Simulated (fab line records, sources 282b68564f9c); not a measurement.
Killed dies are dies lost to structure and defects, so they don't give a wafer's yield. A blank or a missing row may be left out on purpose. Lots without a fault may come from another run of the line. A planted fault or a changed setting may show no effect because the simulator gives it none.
fab line records | flow rit_cmos
record lots=5 wafers=15 last_day=5
route steps=202 shown FOX2@27 NWELL@28 PWELL@39 WELLDRIVE@50 NRETRO@53 PRETRO@64
lots that met no fault: from a run of the same line without faults
start_h: hours from the record's first day to the start of the lot's first wafer shown | wait_h: hours since the lot's step before | " the same as in the row above | L1.1+2: a row that stands for several wafers | - no value, or no start given | * or withheld: withheld | < > ~ a bound
route shown NAME@n: a module of which the file shows steps, and the number in the route of the first | usual: mean/standard deviation of fault-free wafers | same: alike in all rows | chamber/n: place in a boat | sites: the reading at each site | _std_site: their standard deviation | _edge_site: outer sites' mean less inner sites' | radius_mm: how far each site lies from the wafer's centre | mask NAME#n: copy n | behind: the tool/chamber that last shaped the wafer | hold: why the lot was held/for how many hours/how that ended | device: the transistor (n, p or np) that didn't switch | end of line: the same wafers' tests at the end of the route | a step without rows: its recipe alone | killed: dies lost to structure and defects at the first sort, not the wafer's yield | map: a wafer's dies, x killed, . not, _ none there
set.NAME: the setting as run; set.NAME@STEP: as run at that earlier step | model.NAME: the simulator's own value behind a step, which no gauge read
lots at some steps of the route; a table a step, a row a wafer
services: from which hour (start_h, from the record's first day; less than 0 if before it) a tool's chamber was out of use, for how many hours, and why
## steps
# step RIT_FOX2_THK_MEAS_90
# recipe reads=SiO2_of_FOX2_OXIDATION_00
# usual FIELD_OXIDE_LEFT_1_THK=322/7.4
# columns lot.wafer tool chamber start_h wait_h FIELD_OXIDE_LEFT_1_THK[nm]
L076.3 film_metro-01 - 31.03 0.0 332
L076.4 " - " " 322
L076.6 " - " " 323
L080.3 film_metro-01 - 49.25 0.0 336
L080.4 " - " " 335
L080.5 " - " " 333
L082.2 film_metro-03 - 59.80 0.0 330
L082.4 " - " " 332
L082.5 " - " " 321
L084.2 film_metro-01 - 69.32 0.0 318
L084.4 " - " " 319
L084.6 " - " " 315
L088.1 film_metro-01 - 89.56 0.0 318
L088.4 " - " " 318
L088.5 " - " " 315
# step RIT_NWELL_HMDS_00
# recipe prime_time_s=60 prime_temp_c=140
# same prime_time_s=60
# columns lot.wafer tool chamber start_h wait_h
L076.3+4+6 litho_track-03 0 31.12 0.1
L080.3+4+5 litho_track-03 0 49.34 0.1
L082.2+4+5 litho_track-01 0 59.87 0.1
L084.2+4+6 litho_track-04 0 69.40 0.1
L088.1+4+5 litho_track-01 0 89.62 0.1
# step RIT_NWELL_COAT_01
# recipe resist=NOVOLAK spin_rpm=2000 resist_thk_nm=1300
# columns lot.wafer tool chamber start_h wait_h
L076.3+4+6 litho_track-03 0 31.27 0.1
L080.3+4+5 litho_track-03 0 49.49 0.1
L082.2+4+5 litho_track-01 0 60.02 0.1
L084.2+4+6 litho_track-04 0 69.55 0.1
L088.1+4+5 litho_track-01 0 89.77 0.1
# step RIT_NWELL_SOFTBAKE_02
# recipe resist=NOVOLAK temp_c=90 time_s=60
# columns lot.wafer tool chamber start_h wait_h
L076.3+4+6 litho_track-03 0 31.42 0.1
L080.3+4+5 litho_track-03 0 49.64 0.1
L082.2+4+5 litho_track-01 0 60.17 0.1
L084.2+4+6 litho_track-04 0 69.70 0.1
L088.1+4+5 litho_track-01 0 89.92 0.1
# step RIT_NWELL_EXPOSE_03
# recipe mask_id=M2 na=0.57 target_cd_nm=43900 dose_mj=250
# same na=0.57
# columns lot.wafer tool chamber start_h wait_h mask
L076.3+4+6 iline_stepper-02 0 31.56 0.1 M2#0
L080.3+4+5 iline_stepper-01 0 49.78 0.1 M2#0
L082.2+4+5 iline_stepper-02 0 60.44 0.2 M2#0
L084.2+4+6 iline_stepper-02 0 69.97 0.2 M2#0
L088.1+4+5 iline_stepper-01 0 90.07 0.1 M2#0
# step RIT_NWELL_PEB_04
# recipe resist=NOVOLAK temp_c=withheld time_s=withheld
# columns lot.wafer tool chamber start_h wait_h
L076.3+4+6 litho_track-03 0 31.69 0.1
L080.3+4+5 litho_track-01 0 49.91 0.1
L082.2+4+5 litho_track-04 0 60.57 0.1
L084.2+4+6 litho_track-03 0 70.09 0.1
L088.1+4+5 litho_track-03 0 90.28 0.2
# step RIT_NWELL_DEVELOP_05
# recipe resist=NOVOLAK develop_time_s=68 dev_temp_c=21.88
# columns lot.wafer tool chamber start_h wait_h
L076.3+4+6 litho_track-03 0 - -
L080.3+4+5 litho_track-01 0 - -
L082.2+4+5 litho_track-04 0 - -
L084.2+4+6 litho_track-03 0 - -
L088.1+4+5 litho_track-03 0 - -
# step RIT_NWELL_OVL_MEAS_06
# usual NWELL_OVL=-0.3/1.4
# columns lot.wafer tool chamber start_h wait_h NWELL_OVL[nm]
L076.3 overlay-02 - 31.96 - 1.2
L076.4 " - " " 0.3
L076.6 " - " " -1.5
L080.3 overlay-02 - 50.18 - -2.4
L080.4 " - " " -1.3
L080.5 " - " " -3.2
L082.2 overlay-02 - 60.86 - 0.8
L082.4 " - " " 1.5
L082.5 " - " " 0.9
L084.2 overlay-02 - 70.38 - 0.6
L084.4 " - " " 1.9
L084.6 " - " " 2.5
L088.1 overlay-01 - 90.59 - 0.3
L088.4 " - " " -1.2
L088.5 " - " " -1.8
# step RIT_NWELL_HARDBAKE_07
# recipe resist=NOVOLAK temp_c=140 time_s=120
# columns lot.wafer tool chamber start_h wait_h
L076.3+4+6 litho_track-01 0 32.07 0.1
L080.3+4+5 litho_track-04 0 50.29 0.1
L082.2+4+5 litho_track-03 0 60.93 0.1
L084.2+4+6 litho_track-01 0 70.49 0.1
L088.1+4+5 litho_track-01 0 90.63 0.0
# step RIT_NWELL_IMPLANT_08
# recipe species=P energy_kev=170 dose_cm2=5.116e+13 tilt_deg=7
# usual beam_on_s=10.02/0.2 dose_ions_cm2=5.116e+13/5.1e+10 faraday_current_uA=162/3.1
# columns lot.wafer tool chamber start_h wait_h beam_on_s dose_ions_cm2 faraday_current_uA
L076.3 implanter-03 0 32.28 0.2 10.07 5.127e+13 161
L076.4 " 0 " " 10.30 5.122e+13 157
L076.6 " 0 " " 9.84 5.125e+13 166
L080.3 implanter-04 0 50.50 0.2 9.80 5.116e+13 166
L080.4 " 0 " " 10.07 5.116e+13 160
L080.5 " 0 " " 10.11 5.12e+13 161
L082.2 implanter-01 0 61.17 0.2 9.97 5.112e+13 162
L082.4 " 0 " " 10.20 5.115e+13 160
L082.5 " 0 " " 9.90 5.118e+13 164
L084.2 implanter-01 0 70.73 0.2 10.16 5.11e+13 159
L084.4 " 0 " " 10.00 5.115e+13 162
L084.6 " 0 " " 10.00 5.116e+13 162
L088.1 implanter-01 0 90.88 0.2 9.68 5.116e+13 167
L088.4 " 0 " " 9.76 5.12e+13 165
L088.5 " 0 " " 9.85 5.112e+13 164
# step RIT_NWELL_STRIP_09
# recipe chemistry=O2 time_s=180 resist=NOVOLAK platen_temp_c=withheld power_w=500 pressure_mtorr=4000 o2_flow_sccm=4000
# usual drypump_motor_current_A=5.5/0.33
# columns lot.wafer tool chamber start_h wait_h drypump_motor_current_A rf_hours_counter_h
L076.3 plasma_asher-04 1 32.44 0.1 5.1 -
L076.4 " 0 " " 5.4 -
L076.6 " 1 " " 5.1 -
L080.3 plasma_asher-04 0 50.66 0.1 5.4 -
L080.4 " 1 " " 5.0 -
L080.5 " 0 " " 5.4 -
L082.2 plasma_asher-02 0 61.29 0.1 5.6 33
L082.4 " 0 " " 5.6 -
L082.5 " 0 " " 5.7 -
L084.2 plasma_asher-02 0 70.85 0.1 5.6 34
L084.4 " 1 " " 5.5 -
L084.6 " 0 " " 5.6 -
L088.1 plasma_asher-01 1 91.03 0.1 5.8 32
L088.4 " 0 " " 6.2 -
L088.5 " 0 " " 6.2 -
# step RIT_NWELL_TW_MEAS_10
# usual NWELL_TW=2147/12
# columns lot.wafer tool chamber start_h wait_h NWELL_TW
L076.3 film_metro-01 - 32.58 0.1 2166
L076.4 " - " " 2168
L076.6 " - " " 2174
L080.3 film_metro-02 - 50.80 0.1 2144
L080.4 " - " " 2137
L080.5 " - " " 2148
L082.2 film_metro-01 - 61.48 0.1 2132
L082.4 " - " " 2123
L082.5 " - " " 2118
L084.2 film_metro-01 - 71.04 0.1 2138
L084.4 " - " " 2128
L084.6 " - " " 2123
L088.1 film_metro-01 - 91.20 0.1 2146
L088.4 " - " " 2143
L088.5 " - " " 2140
# step RIT_PWELL_HMDS_00
# recipe prime_time_s=60 prime_temp_c=140
# same prime_time_s=60
# columns lot.wafer tool chamber start_h wait_h
L076.3+4+6 litho_track-04 0 32.67 0.1
L080.3+4+5 litho_track-04 0 50.89 0.1
L082.2+4+5 litho_track-02 0 61.55 0.1
L084.2+4+6 litho_track-04 0 71.11 0.1
L088.1+4+5 litho_track-02 0 91.26 0.1
# step RIT_PWELL_COAT_01
# recipe resist=NOVOLAK spin_rpm=2000 resist_thk_nm=1300
# columns lot.wafer tool chamber start_h wait_h
L076.3+4+6 litho_track-04 0 32.82 0.1
L080.3+4+5 litho_track-04 0 51.04 0.1
L082.2+4+5 litho_track-02 0 61.70 0.1
L084.2+4+6 litho_track-04 0 71.26 0.1
L088.1+4+5 litho_track-02 0 91.41 0.1
# step RIT_PWELL_SOFTBAKE_02
# recipe resist=NOVOLAK temp_c=90 time_s=60
# columns lot.wafer tool chamber start_h wait_h
L076.3+4+6 litho_track-04 0 32.97 0.1
L080.3+4+5 litho_track-04 0 51.19 0.1
L082.2+4+5 litho_track-02 0 61.85 0.1
L084.2+4+6 litho_track-04 0 71.41 0.1
L088.1+4+5 litho_track-02 0 91.56 0.1
# step RIT_PWELL_EXPOSE_03
# recipe mask_id=M3 na=0.57 target_cd_nm=43700 dose_mj=250
# same na=0.57
# columns lot.wafer tool chamber start_h wait_h mask
L076.3+4+6 iline_stepper-01 0 33.11 0.1 M3#0
L080.3+4+5 iline_stepper-01 0 51.45 0.2 M3#0
L082.2+4+5 iline_stepper-02 0 61.99 0.1 M3#0
L084.2+4+6 iline_stepper-02 0 71.56 0.1 M3#0
L088.1+4+5 iline_stepper-02 0 91.84 0.2 M3#0
# step RIT_PWELL_PEB_04
# recipe resist=NOVOLAK temp_c=withheld time_s=withheld
# columns lot.wafer tool chamber start_h wait_h
L076.3+4+6 litho_track-03 0 33.24 0.1
L080.3+4+5 litho_track-04 0 51.58 0.1
L082.2+4+5 litho_track-02 0 62.12 0.1
L084.2+4+6 litho_track-04 0 71.68 0.1
L088.1+4+5 litho_track-04 0 91.95 0.1
# step RIT_PWELL_DEVELOP_05
# recipe resist=NOVOLAK develop_time_s=68 dev_temp_c=23
# columns lot.wafer tool chamber start_h wait_h
L076.3+4+6 litho_track-03 0 - -
L080.3+4+5 litho_track-04 0 - -
L082.2+4+5 litho_track-02 0 - -
L084.2+4+6 litho_track-04 0 - -
L088.1+4+5 litho_track-04 0 - -
# step RIT_PWELL_OVL_MEAS_06
# usual PWELL_OVL=1.6/1.6
# columns lot.wafer tool chamber start_h wait_h PWELL_OVL[nm]
L076.3 overlay-02 - 33.51 - 2.3
L076.4 " - " " 3.7
L076.6 " - " " 1.6
L080.3 overlay-01 - 51.86 - -0.1
L080.4 " - " " 0.2
L080.5 " - " " 0.0
L082.2 overlay-02 - 62.41 - 1.1
L082.4 " - " " 2.9
L082.5 " - " " 2.6
L084.2 overlay-02 - 71.97 - 2.8
L084.4 " - " " 2.6
L084.6 " - " " 3.7
L088.1 overlay-02 - 92.27 - 1.8
L088.4 " - " " -0.1
L088.5 " - " " 0.3
# step RIT_PWELL_HARDBAKE_07
# recipe resist=NOVOLAK temp_c=140 time_s=120
# columns lot.wafer tool chamber start_h wait_h
L076.3+4+6 litho_track-02 0 33.62 0.1
L080.3+4+5 litho_track-03 0 52.18 0.3
L082.2+4+5 litho_track-04 0 62.49 0.1
L084.2+4+6 litho_track-04 0 72.05 0.1
L088.1+4+5 litho_track-04 0 92.30 0.0
# step RIT_PWELL_IMPLANT_08
# recipe species=B energy_kev=170 dose_cm2=7e+13 tilt_deg=7
# usual beam_on_s=9.98/0.2 dose_ions_cm2=7.003e+13/7.1e+10 faraday_current_uA=222/4.4
# columns lot.wafer tool chamber start_h wait_h beam_on_s dose_ions_cm2 faraday_current_uA
L076.3 implanter-01 0 33.84 0.2 10.16 7.004e+13 220
L076.4 " 0 " " 9.45 7.006e+13 233
L076.6 " 0 " " 9.98 7.005e+13 222
L080.3 implanter-03 0 52.40 0.2 9.64 7.003e+13 231
L080.4 " 0 " " 9.97 6.992e+13 223
L080.5 " 0 " " 9.86 6.995e+13 225
L082.2 implanter-03 0 62.73 0.2 9.81 7.001e+13 227
L082.4 " 0 " " 10.00 6.997e+13 221
L082.5 " 0 " " 10.01 6.998e+13 222
L084.2 implanter-01 0 72.28 0.2 10.31 7.006e+13 215
L084.4 " 0 " " 9.61 7.015e+13 230
L084.6 " 0 " " 9.92 7.004e+13 224
L088.1 implanter-01 0 92.55 0.2 9.72 6.995e+13 229
L088.4 " 0 " " 9.82 7.004e+13 226
L088.5 " 0 " " 9.49 7.002e+13 233
# step RIT_PWELL_STRIP_09
# recipe chemistry=O2 time_s=180 resist=NOVOLAK platen_temp_c=withheld power_w=500 pressure_mtorr=4000 o2_flow_sccm=4000
# usual drypump_motor_current_A=5.53/0.25
# columns lot.wafer tool chamber start_h wait_h drypump_motor_current_A rf_hours_counter_h
L076.3 plasma_asher-03 1 33.99 0.1 5.47 -
L076.4 " 0 " " 5.96 -
L076.6 " 1 " " 5.49 -
L080.3 plasma_asher-04 0 52.55 0.1 5.43 -
L080.4 " 1 " " 5.03 -
L080.5 " 1 " " 5.05 -
L082.2 plasma_asher-02 1 62.85 0.1 5.55 34
L082.4 " 0 " " 5.60 -
L082.5 " 0 " " 5.60 -
L084.2 plasma_asher-02 1 72.40 0.1 5.52 34
L084.4 " 1 " " 5.53 -
L084.6 " 0 " " 5.62 -
L088.1 plasma_asher-02 1 92.70 0.1 5.54 37
L088.4 " 0 " " 5.61 -
L088.5 " 1 " " 5.53 -
# step RIT_PWELL_TW_MEAS_10
# usual PWELL_TW=945/6.3
# columns lot.wafer tool chamber start_h wait_h PWELL_TW
L076.3 film_metro-02 - 34.13 0.1 932
L076.4 " - " " 934
L076.6 " - " " 933
L080.3 film_metro-01 - 52.69 0.1 943
L080.4 " - " " 937
L080.5 " - " " 940
L082.2 film_metro-01 - 63.04 0.1 937
L082.4 " - " " 941
L082.5 " - " " 937
L084.2 film_metro-03 - 72.59 0.1 957
L084.4 " - " " 945
L084.6 " - " " 948
L088.1 film_metro-01 - 92.88 0.1 946
L088.4 " - " " 942
L088.5 " - " " 939
# step RIT_WELLDRIVE_ANNEAL_00
# recipe temp_c=1100 time_s=14700 ambient=N2
# usual tube_center_temp_C=1100/0.092
# columns lot.wafer tool chamber start_h wait_h tube_center_temp_C
L076.3 furnace-01 0 34.17 0.0 1100
L076.4 " 0 " " 1099.9
L076.6 " 0 " " 1099.8
L080.3 furnace-02 0 52.73 0.0 1100.1
L080.4 " 0 " " 1099.9
L080.5 " 0 " " 1100
L082.2 furnace-03 0 63.13 0.1 1100
L082.4 " 0 " " 1100.1
L082.5 " 0 " " 1100
L084.2 furnace-01 0 72.84 0.2 1099.9
L084.4 " 0 " " 1099.8
L084.6 " 0 " " 1099.9
L088.1 furnace-02 0 92.99 0.1 1100.1
L088.4 " 0 " " 1100
L088.5 " 0 " " 1100
# step RIT_WELLDRIVE_RS_MEAS_01
# recipe thk_meas_gauge=four-point-probe
# usual NWELL_RS=271.6/0.67
# columns lot.wafer tool chamber start_h wait_h NWELL_RS[ohm/sq]
L076.3 film_metro-02 - 39.29 0.0 271.8
L076.4 " - " " 271.6
L076.6 " - " " 271.3
L080.3 film_metro-03 - 57.85 0.0 272.9
L080.4 " - " " 272.1
L080.5 " - " " 271.8
L082.2 film_metro-02 - 68.23 0.0 270.5
L082.4 " - " " 271.5
L082.5 " - " " 271.2
L084.2 film_metro-02 - 77.94 0.0 271.2
L084.4 " - " " 270.5
L084.6 " - " " 271.5
L088.1 film_metro-01 - 98.08 0.0 272.4
L088.4 " - " " 271.4
L088.5 " - " " 271.1
# step RIT_WELLDRIVE_RS_MEAS_02
# recipe thk_meas_gauge=four-point-probe
# usual PWELL_RS=429.9/1.2
# columns lot.wafer tool chamber start_h wait_h PWELL_RS[ohm/sq]
L076.3 film_metro-02 - 39.41 0.1 429.8
L076.4 " - " " 432.4
L076.6 " - " " 431.1
L080.3 film_metro-03 - 57.97 0.1 428.4
L080.4 " - " " 429.0
L080.5 " - " " 428.4
L082.2 film_metro-02 - 68.35 0.1 429.1
L082.4 " - " " 429.6
L082.5 " - " " 429.5
L084.2 film_metro-02 - 78.06 0.1 431.9
L084.4 " - " " 431.0
L084.6 " - " " 430.6
L088.1 film_metro-01 - 98.20 0.1 430.2
L088.4 " - " " 429.6
L088.5 " - " " 430.8
# step RIT_NRETRO_HMDS_00
# recipe prime_time_s=60 prime_temp_c=140
# same prime_time_s=60
# columns lot.wafer tool chamber start_h wait_h
L076.3+4+6 litho_track-02 0 39.54 0.1
L080.3+4+5 litho_track-01 0 58.10 0.1
L082.2+4+5 litho_track-01 0 68.48 0.1
L084.2+4+6 litho_track-04 0 78.19 0.1
L088.1+4+5 litho_track-02 0 98.32 0.1
# step RIT_NRETRO_COAT_01
# recipe resist=NOVOLAK spin_rpm=2000 resist_thk_nm=1300
# columns lot.wafer tool chamber start_h wait_h
L076.3+4+6 litho_track-02 0 39.69 0.1
L080.3+4+5 litho_track-01 0 58.25 0.1
L082.2+4+5 litho_track-01 0 68.63 0.1
L084.2+4+6 litho_track-04 0 78.34 0.1
L088.1+4+5 litho_track-02 0 98.47 0.1
# step RIT_NRETRO_SOFTBAKE_02
# recipe resist=NOVOLAK temp_c=90 time_s=60
# columns lot.wafer tool chamber start_h wait_h
L076.3+4+6 litho_track-02 0 39.84 0.1
L080.3+4+5 litho_track-01 0 58.40 0.1
L082.2+4+5 litho_track-01 0 68.78 0.1
L084.2+4+6 litho_track-04 0 78.49 0.1
L088.1+4+5 litho_track-02 0 98.62 0.1
# step RIT_NRETRO_EXPOSE_03
# recipe mask_id=M4 na=0.57 target_cd_nm=43900 dose_mj=250
# same na=0.57
# columns lot.wafer tool chamber start_h wait_h mask
L076.3+4+6 iline_stepper-01 0 39.98 0.1 M4#0
L080.3+4+5 iline_stepper-02 0 58.54 0.1 M4#0
L082.2+4+5 iline_stepper-01 0 68.92 0.1 M4#0
L084.2+4+6 iline_stepper-01 0 78.75 0.2 M4#0
L088.1+4+5 iline_stepper-02 0 98.77 0.1 M4#0
# step RIT_NRETRO_PEB_04
# recipe resist=NOVOLAK temp_c=withheld time_s=withheld
# columns lot.wafer tool chamber start_h wait_h
L076.3+4+6 litho_track-02 0 40.11 0.1
L080.3+4+5 litho_track-04 0 58.68 0.1
L082.2+4+5 litho_track-04 0 69.04 0.1
L084.2+4+6 litho_track-01 0 78.88 0.1
L088.1+4+5 litho_track-04 0 98.88 0.1
# step RIT_NRETRO_DEVELOP_05
# recipe resist=NOVOLAK develop_time_s=68 dev_temp_c=23
# columns lot.wafer tool chamber start_h wait_h
L076.3+4+6 litho_track-02 0 - -
L080.3+4+5 litho_track-04 0 - -
L082.2+4+5 litho_track-04 0 - -
L084.2+4+6 litho_track-01 0 - -
L088.1+4+5 litho_track-04 0 - -
# step RIT_NRETRO_OVL_MEAS_06
# usual NRETRO_OVL=0.0/1
# columns lot.wafer tool chamber start_h wait_h NRETRO_OVL[nm]
L076.3 overlay-01 - 40.39 - -1.2
L076.4 " - " " 1.1
L076.6 " - " " 0.5
L080.3 overlay-01 - 58.96 - -0.7
L080.4 " - " " -1.5
L080.5 " - " " -0.4
L082.2 overlay-02 - 69.34 - -0.4
L082.4 " - " " 1.2
L082.5 " - " " -0.4
L084.2 overlay-01 - 79.17 - 0.0
L084.4 " - " " 0.4
L084.6 " - " " 0.4
L088.1 overlay-01 - 99.20 - 0.7
L088.4 " - " " 0.9
L088.5 " - " " -0.4
# step RIT_NRETRO_HARDBAKE_07
# recipe resist=NOVOLAK temp_c=140 time_s=120
# columns lot.wafer tool chamber start_h wait_h
L076.3+4+6 litho_track-02 0 40.49 0.1
L080.3+4+5 litho_track-02 0 59.06 0.1
L082.2+4+5 litho_track-01 0 69.41 0.1
L084.2+4+6 litho_track-01 0 79.24 0.1
L088.1+4+5 litho_track-01 0 99.23 0.0
# step RIT_NRETRO_IMPLANT_08
# recipe species=P energy_kev=70 dose_cm2=1.022e+13 tilt_deg=7
# usual beam_on_s=10.01/0.2 dose_ions_cm2=1.0221e+13/1.1e+10 faraday_current_uA=32.4/0.63
# columns lot.wafer tool chamber start_h wait_h beam_on_s dose_ions_cm2 faraday_current_uA
L076.3 implanter-02 0 40.71 0.2 9.94 1.0226e+13 32.7
L076.4 " 0 " " 9.97 1.0221e+13 32.6
L076.6 " 0 " " 10.05 1.0215e+13 32.3
L080.3 implanter-02 0 59.28 0.2 9.88 1.0221e+13 32.9
L080.4 " 0 " " 9.82 1.022e+13 33.1
L080.5 " 0 " " 9.57 1.0223e+13 33.6
L082.2 implanter-02 0 69.64 0.2 10.18 1.0212e+13 31.8
L082.4 " 0 " " 10.19 1.0235e+13 32.0
L082.5 " 0 " " 10.28 1.0239e+13 31.6
L084.2 implanter-04 0 79.48 0.2 10.15 1.023e+13 31.9
L084.4 " 0 " " 9.64 1.0204e+13 33.7
L084.6 " 0 " " 10.27 1.0207e+13 31.6
L088.1 implanter-02 0 99.48 0.2 10.26 1.0207e+13 31.5
L088.4 " 0 " " 10.21 1.0231e+13 31.8
L088.5 " 0 " " 10.29 1.0213e+13 31.5
# step RIT_NRETRO_STRIP_09
# recipe chemistry=O2 time_s=180 resist=NOVOLAK platen_temp_c=withheld power_w=500 pressure_mtorr=4000 o2_flow_sccm=4000
# usual drypump_motor_current_A=5.72/0.23
# columns lot.wafer tool chamber start_h wait_h drypump_motor_current_A rf_hours_counter_h
L076.3 plasma_asher-01 0 40.87 0.1 6.18 -
L076.4 " 1 " " 5.78 -
L076.6 " 1 " " 5.73 -
L080.3 plasma_asher-03 1 59.44 0.1 5.44 -
L080.4 " 0 " " 5.95 -
L080.5 " 0 " " 5.96 -
L082.2 plasma_asher-03 1 69.77 0.1 5.47 46
L082.4 " 1 " " 5.46 -
L082.5 " 1 " " 5.46 -
L084.2 plasma_asher-03 0 79.60 0.1 5.94 47
L084.4 " 1 " " 5.46 -
L084.6 " 1 " " 5.45 -
L088.1 plasma_asher-02 1 99.63 0.1 5.57 38
L088.4 " 0 " " 5.67 -
L088.5 " 1 " " 5.51 -
# step RIT_NRETRO_TW_MEAS_10
# usual NRETRO_TW=1048/5.9
# columns lot.wafer tool chamber start_h wait_h NRETRO_TW
L076.3 film_metro-04 - 41.00 0.1 1045
L076.4 " - " " 1046
L076.6 " - " " 1041
L080.3 film_metro-04 - 59.58 0.1 1053
L080.4 " - " " 1051
L080.5 " - " " 1052
L082.2 film_metro-02 - 69.95 0.1 1054
L082.4 " - " " 1049
L082.5 " - " " 1049
L084.2 film_metro-04 - 79.79 0.1 1046
L084.4 " - " " 1044
L084.6 " - " " 1043
L088.1 film_metro-04 - 99.81 0.1 1052
L088.4 " - " " 1047
L088.5 " - " " 1051
# step RIT_PRETRO_HMDS_00
# recipe prime_time_s=60 prime_temp_c=140
# same prime_time_s=60
# columns lot.wafer tool chamber start_h wait_h
L076.3+4+6 litho_track-02 0 41.09 0.1
L080.3+4+5 litho_track-02 0 59.67 0.1
L082.2+4+5 litho_track-01 0 70.03 0.1
L084.2+4+6 litho_track-01 0 80.20 0.4
L088.1+4+5 litho_track-03 0 99.87 0.1
# step RIT_PRETRO_COAT_01
# recipe resist=NOVOLAK spin_rpm=2041 resist_thk_nm=1300
# columns lot.wafer tool chamber start_h wait_h
L076.3+4+6 litho_track-02 0 41.24 0.1
L080.3+4+5 litho_track-02 0 59.82 0.1
L082.2+4+5 litho_track-01 0 70.18 0.1
L084.2+4+6 litho_track-01 0 80.35 0.1
L088.1+4+5 litho_track-03 0 100.02 0.1
# step RIT_PRETRO_SOFTBAKE_02
# recipe resist=NOVOLAK temp_c=90 time_s=60
# columns lot.wafer tool chamber start_h wait_h
L076.3+4+6 litho_track-02 0 41.39 0.1
L080.3+4+5 litho_track-02 0 59.97 0.1
L082.2+4+5 litho_track-01 0 70.33 0.1
L084.2+4+6 litho_track-01 0 80.50 0.1
L088.1+4+5 litho_track-03 0 100.17 0.1
# step RIT_PRETRO_EXPOSE_03
# recipe mask_id=M5 na=0.57 target_cd_nm=43700 dose_mj=250
# same na=0.57
# columns lot.wafer tool chamber start_h wait_h mask
L076.3+4+6 iline_stepper-01 0 41.66 0.2 M5#0
L080.3+4+5 iline_stepper-01 0 60.10 0.1 M5#0
L082.2+4+5 iline_stepper-01 0 70.60 0.2 M5#0
L084.2+4+6 iline_stepper-02 0 80.64 0.1 M5#0
L088.1+4+5 iline_stepper-01 0 100.53 0.3 M5#0
# step RIT_PRETRO_PEB_04
# recipe resist=NOVOLAK temp_c=withheld time_s=withheld
# columns lot.wafer tool chamber start_h wait_h
L076.3+4+6 litho_track-01 0 41.79 0.1
L080.3+4+5 litho_track-02 0 60.23 0.1
L082.2+4+5 litho_track-02 0 70.72 0.1
L084.2+4+6 litho_track-01 0 80.77 0.1
L088.1+4+5 litho_track-02 0 100.65 0.1
# step RIT_PRETRO_DEVELOP_05
# recipe resist=NOVOLAK develop_time_s=68 dev_temp_c=23
# columns lot.wafer tool chamber start_h wait_h
L076.3+4+6 litho_track-01 0 - -
L080.3+4+5 litho_track-02 0 - -
L082.2+4+5 litho_track-02 0 - -
L084.2+4+6 litho_track-01 0 - -
L088.1+4+5 litho_track-02 0 - -
# step RIT_PRETRO_OVL_MEAS_06
# usual PRETRO_OVL=1.0/1.1
# columns lot.wafer tool chamber start_h wait_h PRETRO_OVL[nm]
L076.3 overlay-02 - 42.06 - -0.2
L076.4 " - " " 2.5
L076.6 " - " " 2.4
L080.3 overlay-01 - 60.51 - 0.3
L080.4 " - " " 0.2
L080.5 " - " " 2.6
L082.2 overlay-01 - 71.01 - 0.0
L082.4 " - " " 0.1
L082.5 " - " " 0.5
L084.2 overlay-02 - 81.06 - -0.5
L084.4 " - " " -0.2
L084.6 " - " " -2.2
L088.1 overlay-01 - 100.96 - 1.1
L088.4 " - " " 2.0
L088.5 " - " " 2.6
# step RIT_PRETRO_HARDBAKE_07
# recipe resist=NOVOLAK temp_c=140 time_s=120
# columns lot.wafer tool chamber start_h wait_h
L076.3+4+6 litho_track-01 0 42.17 0.1
L080.3+4+5 litho_track-01 0 60.61 0.1
L082.2+4+5 litho_track-01 0 71.09 0.1
L084.2+4+6 litho_track-03 0 81.13 0.1
L088.1+4+5 litho_track-02 0 101.11 0.1
# step RIT_PRETRO_IMPLANT_08
# recipe species=B energy_kev=45 dose_cm2=1.2e+13 tilt_deg=7
# usual beam_on_s=10.00/0.19 dose_ions_cm2=1.2001e+13/1.3e+10 faraday_current_uA=38.1/0.72
# columns lot.wafer tool chamber start_h wait_h beam_on_s dose_ions_cm2 faraday_current_uA
L076.3 implanter-03 0 42.39 0.2 10.13 1.2001e+13 37.4
L076.4 " 0 " " 10.01 1.2003e+13 38.1
L076.6 " 0 " " 9.59 1.2005e+13 39.7
L080.3 implanter-03 0 60.83 0.2 10.32 1.1976e+13 36.8
L080.4 " 0 " " 9.98 1.1978e+13 38.2
L080.5 " 0 " " 10.25 1.1978e+13 37.2
L082.2 implanter-02 0 71.32 0.2 9.89 1.202e+13 38.4
L082.4 " 0 " " 10.09 1.2018e+13 37.7
L082.5 " 0 " " 9.96 1.2018e+13 38.2
L084.2 implanter-02 0 81.37 0.2 10.16 1.2006e+13 37.4
L084.4 " 0 " " 9.77 1.2011e+13 38.9
L084.6 " 0 " " 10.26 1.2014e+13 37.1
L088.1 implanter-02 0 101.36 0.2 9.74 1.2007e+13 39.1
L088.4 " 0 " " 10.05 1.2009e+13 37.8
L088.5 " 0 " " 9.71 1.201e+13 39.0
# step RIT_PRETRO_STRIP_09
# recipe chemistry=O2 time_s=180 resist=NOVOLAK platen_temp_c=withheld power_w=500 pressure_mtorr=4000 o2_flow_sccm=4000
# usual drypump_motor_current_A=5.7/0.36
# columns lot.wafer tool chamber start_h wait_h drypump_motor_current_A rf_hours_counter_h
L076.3 plasma_asher-03 0 42.54 0.1 6.0 -
L076.4 " 1 " " 5.5 -
L076.6 " 0 " " 5.9 -
L080.3 plasma_asher-01 1 60.99 0.1 5.7 -
L080.4 " 0 " " 6.2 -
L080.5 " 0 " " 6.1 -
L082.2 plasma_asher-04 1 71.44 0.1 5.0 48
L082.4 " 0 " " 5.4 -
L082.5 " 0 " " 5.4 -
L084.2 plasma_asher-01 1 81.49 0.1 5.8 31
L084.4 " 0 " " 6.2 -
L084.6 " 1 " " 5.8 -
L088.1 plasma_asher-04 1 101.51 0.1 5.0 51
L088.4 " 0 " " 5.4 -
L088.5 " 1 " " 5.0 -
# step RIT_PRETRO_TW_MEAS_10
# usual PRETRO_TW=470.4/2.5
# columns lot.wafer tool chamber start_h wait_h PRETRO_TW
L076.3 film_metro-02 - 42.68 0.1 470.7
L076.4 " - " " 469.6
L076.6 " - " " 465.7
L080.3 film_metro-01 - 61.13 0.1 465.5
L080.4 " - " " 468.9
L080.5 " - " " 466.6
L082.2 film_metro-02 - 71.63 0.1 471.5
L082.4 " - " " 472.7
L082.5 " - " " 469.8
L084.2 film_metro-02 - 81.68 0.1 473.2
L084.4 " - " " 471.9
L084.6 " - " " 473.5
L088.1 film_metro-01 - 101.69 0.1 471.5
L088.4 " - " " 471.2
L088.5 " - " " 470.2
## services
# columns tool chamber start_h hours kind
furnace-01 - 8.01 3.6 pm
implanter-01 - 12.03 18.4 pm
furnace-02 - 21.50 4.1 pm
plasma_asher-03 - 25.21 1.6 repair
plasma_asher-03 - 25.40 3.0 repair
implanter-02 - 31.30 2.7 repair
implanter-01 - 44.91 1.5 repair
plasma_asher-03 - 60.21 2.8 pm
implanter-04 - 60.82 4.7 repair
iline_stepper-01 - 73.18 1.7 pm
implanter-01 - 78.50 6.1 repair
plasma_asher-03 - 81.50 28.1 pm
implanter-03 - 82.41 4.7 pm
implanter-01 - 97.13 8.4 repair
iline_stepper-02 - 98.88 1.7 pm
## key
fault none
